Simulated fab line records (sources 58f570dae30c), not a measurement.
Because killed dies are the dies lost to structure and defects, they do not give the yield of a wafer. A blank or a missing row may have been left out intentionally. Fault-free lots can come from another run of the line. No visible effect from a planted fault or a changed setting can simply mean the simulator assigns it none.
Lot-split experiment -- flow berkeley cmos170 -- 5 lots, 23 wafers read, on a route of 331 steps

THE SPLIT
At UCB170_M3_SPUTTER_01 (material Al, target thk 900 nm, time 120 s), the setting time s was moved away from the recipe's 120 s on 7 of the 23 wafers read, by -14.3% to +12.7%. This setting was run at the recipe's value on the other wafers.

FROM THE SPLIT TO THE READING: what the file shows between them, 9 steps
- UCB170_M3_RS_MEAS_02: measures by four-point-probe
- UCB170_M3_THK_MEAS_03: measures by xrf
- UCB170_M3_COAT_05: resist thk 900 nm (also split here: resist thk nm)
- UCB170_M3_SOFTBAKE_06: time 60 s
- UCB170_M3_STRIP_07: strips in O2
- UCB170_M3_PEB_13 (also split here: peb temp c)
- UCB170_M3_DEVELOP_14: develop time 45 s
- UCB170_M3_CD_MEAS_15: target cd 700 nm
- UCB170_M3_ETCH_17: etches BARC in N2/H2

THE READING
oes product au, in a.u., at UCB170_M3_METAL_ETCH_18 (etches Al in Cl2/BCl3, stops on SiO2, target depth 1170 nm, time 195 s). Fault-free wafers of this fab line usually give 0.844 a.u., standard deviation 0.012 a.u.

wafer,"tool, chamber at the split","time s as run, s",against the recipe,"oes product au, a.u.",against lot-mates on the recipe
L078.1,"pvd sputter-03, -",120,recipe,0.837,-
L078.2,"pvd sputter-03, -",120,recipe,0.827,-
L078.3,"pvd sputter-03, -",120,recipe,0.831,-
L078.5,"pvd sputter-03, -",120,recipe,0.843,-
L078.6,"pvd sputter-03, -",120,recipe,0.846,-
L079.1,"pvd sputter-04, -",120,recipe,0.836,-
L079.3,"pvd sputter-04, -",134.9,+12.4%,0.898,+0.063
L079.4,"pvd sputter-04, -",120,recipe,0.836,-
L079.5,"pvd sputter-04, -",134.9,+12.4%,0.901,+0.066
L079.6,"pvd sputter-04, -",120,recipe,0.833,-
L077.1,"pvd sputter-04, -",120,recipe,0.835,-
L077.2,"pvd sputter-04, -",120,recipe,0.836,-
L077.3,"pvd sputter-04, -",120,recipe,0.829,-
L080.1,"pvd sputter-01, -",135.2,+12.7%,0.891,+0.053
L080.2,"pvd sputter-01, -",120,recipe,0.843,-
L080.4,"pvd sputter-01, -",120,recipe,0.832,-
L080.5,"pvd sputter-01, -",135.2,+12.7%,0.902,+0.064
L080.6,"pvd sputter-01, -",120,recipe,0.839,-
L081.1,"pvd sputter-04, -",102.8,-14.3%,0.779,-0.057
L081.2,"pvd sputter-04, -",102.8,-14.3%,0.769,-0.068
L081.3,"pvd sputter-04, -",120,recipe,0.840,-
L081.5,"pvd sputter-04, -",120,recipe,0.833,-
L081.6,"pvd sputter-04, -",102.8,-14.3%,0.774,-0.062

THE FIT
A straight line over all 23 wafers: oes product au changes by +0.00463 a.u. for each +1% of time s; r = +0.99; the points scatter about the line by 0.0055 a.u.
The same after taking each lot's own level away (the mean of its wafers on the recipe; 23 wafers): +0.00463 a.u. for each +1%; r = +0.99; scatter 0.0054 a.u.
That fit puts the effect of the largest move of time s on the reading at 0.066 a.u.
Measured against the standard deviation above, the lots' own levels, which go from 0.8333 to 0.8380 a.u., span 0.4 times it.
The two slopes agree, so the slope changes little with the lot-to-lot level.
Check: with one of the wafers moved furthest among these (-14.3%) left out of the fit, the line predicts -0.0673 a.u. for it against its lot-mates. It came out at -0.0575 a.u. against them.

THE OTHER SPLITS THESE WAFERS WENT THROUGH
These wafers also went through other splits before the reading. Each is held against what the fit with the lots' levels taken away leaves over:
other split on the same wafers,wafers away from the commonest value,r with oes product au (lot level and that fit taken away)
UCB170_V2_CVD_00 rf w,8,-0.39
UCB170_M3_COAT_05 resist thk nm,8,-0.03
UCB170_M3_PEB_13 peb temp c,8,-0.21

THE WHOLE CHAIN: every reading that the file lists as answering this split, in the file's order
step,what it does,reading,change (the file's fit),r (the file's)
UCB170_M3_SPUTTER_01,"material Al, target thk 900 nm, time 120 s","Al_of_M3_SPUTTER_01.thk nm (the simulator's own value, which no gauge read)",+9.27 nm for each +1% of the setting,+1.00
UCB170_M3_RS_MEAS_02,measures by four-point-probe,M3_AL_RS,-0.00034 for each +1% of the setting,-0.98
UCB170_M3_THK_MEAS_03,measures by xrf,M3_AL_THK,+9.13 for each +1% of the setting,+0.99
UCB170_M3_METAL_ETCH_18,"etches Al in Cl2/BCl3, stops on SiO2, target depth 1170 nm, time 195 s",oes product au,+0.00469 a.u. for each +1% of the setting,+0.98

THE FILE'S OWN FIT
oes product au changes by +0.00469 a.u. for each +1% of time s, r = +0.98.
